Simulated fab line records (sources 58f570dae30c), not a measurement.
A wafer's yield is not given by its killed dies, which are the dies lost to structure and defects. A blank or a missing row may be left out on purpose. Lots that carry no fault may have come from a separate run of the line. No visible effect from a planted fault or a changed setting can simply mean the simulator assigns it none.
Problem report in the 8D (eight disciplines) form, filled by code + flow berkeley cmos170 + the parts of the form that need people (team, actions taken, sign-off) are left out

1. PROBLEM STATEMENT
Mean PWELL_TW at UCB170_PWELL_TW_MEAS_17: 322 over 6 wafers in 2 lots; fault-free wafers: 383, standard deviation 3.8. That puts it -16 standard deviations away from the usual mean.
Seen first at day 4 00:14 on film metro-03, wafer L584.1. The record holds 42 wafers of 14 lots with a number at this step. The rule behind "out" and "out of limits": a value lying over 4 standard deviations away from the usual mean. Any other wafer with a number is counted as sound.

2. WHAT IT IS, WHAT IT ISN'T
| question                    | is                           | is not                                                                                                                                |
|-----------------------------|------------------------------|---------------------------------------------------------------------------------------------------------------------------------------|
| which readings at this step | PWELL_TW                     | -                                                                                                                                     |
| which lots                  | L584, L585                   | L589, L591, L592, L593, L594, L595, L597, L599, L600, L601, L602, L603                                                                |
| which wafers of those lots  | all that have a number       | -                                                                                                                                     |
| read on which gauges        | film metro-03, film metro-04 | film metro-02                                                                                                                         |
| when                        | from day 4 00:14             | up to then (0 sound wafers); but 36 sound wafers of L589, L591, L592, L593, L594, L595, L597, L599, L600, L601, L602, L603 came after |

3. SUSPECTS, AND WHAT RULES EACH OUT
Counting: a tool at any process step up to the reading remains a suspect when it ran all the lots that are out and ran no sound lot after the first of those.
- the gauge at UCB170_PWELL_TW_MEAS_17 is ruled out. 2 gauges (film metro-03, film metro-04) read the wafers that are out.
- implanter-04 at UCB170_PWELL_IMPLANT_15: ruled out as a lasting fault. After its first lot that is out, L584 (day 3 23:59), sound lots L600, L603 ran on it.
Left after counting: nothing in the record.

4. THE CAUSE (what the simulator had put in)
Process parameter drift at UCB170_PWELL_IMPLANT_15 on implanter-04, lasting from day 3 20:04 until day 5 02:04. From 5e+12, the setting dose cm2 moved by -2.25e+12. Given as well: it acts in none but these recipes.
The count ruled it out by mistake, since the rule takes a fault to strike every lot its tool runs from the start of the fault on, and this one did not do so.

5. THE EFFECT CHAIN, in route order
Rows list readings where the struck wafers' mean (over those with a number) sits beyond 3 standard deviations from the usual. Only readings whose record carries a usual standard deviation are examined. hours: median over the lots of the time between each lot's start at the first step of this table that gives one and its start at this step. sigmas: the change, counted in usual standard deviations.
| hours | step                    | reading            | usual | on struck wafers | change | sigmas      |
|-------|-------------------------|--------------------|-------|------------------|--------|-------------|
| 0     | UCB170_PWELL_IMPLANT_15 | dose ions cm2      | 5e+12 | 3e+12            | -2e+12 | -99 or more |
| 0     | UCB170_PWELL_IMPLANT_15 | faraday current uA | 15.8  | 8.6              | -7.2   | -22         |
| 0     | UCB170_PWELL_TW_MEAS_17 | PWELL_TW           | 383   | 322              | -61    | -16         |
Here are the process steps it includes:
- UCB170_PWELL_IMPLANT_15
Later measuring or inspecting steps at which every struck wafer that the step has a row for has a number for every such reading, and none has moved that far: UCB170_PSD_CD_MEAS_06, UCB170_V1_CD_MEAS_12, UCB170_V2_CD_MEAS_12.

6. WHAT WOULD HAVE CAUGHT IT SOONER
Counted from the fault's start at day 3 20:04, it took 4 hours until the first out-of-limits reading at a measuring or inspecting step in this record, taken at day 4 00:14.
The tool's own readings at UCB170_PWELL_IMPLANT_15 were out on every struck wafer that the step has a row for (dose ions cm2, faraday current uA): an alarm limit on them would have fired on the first of those.
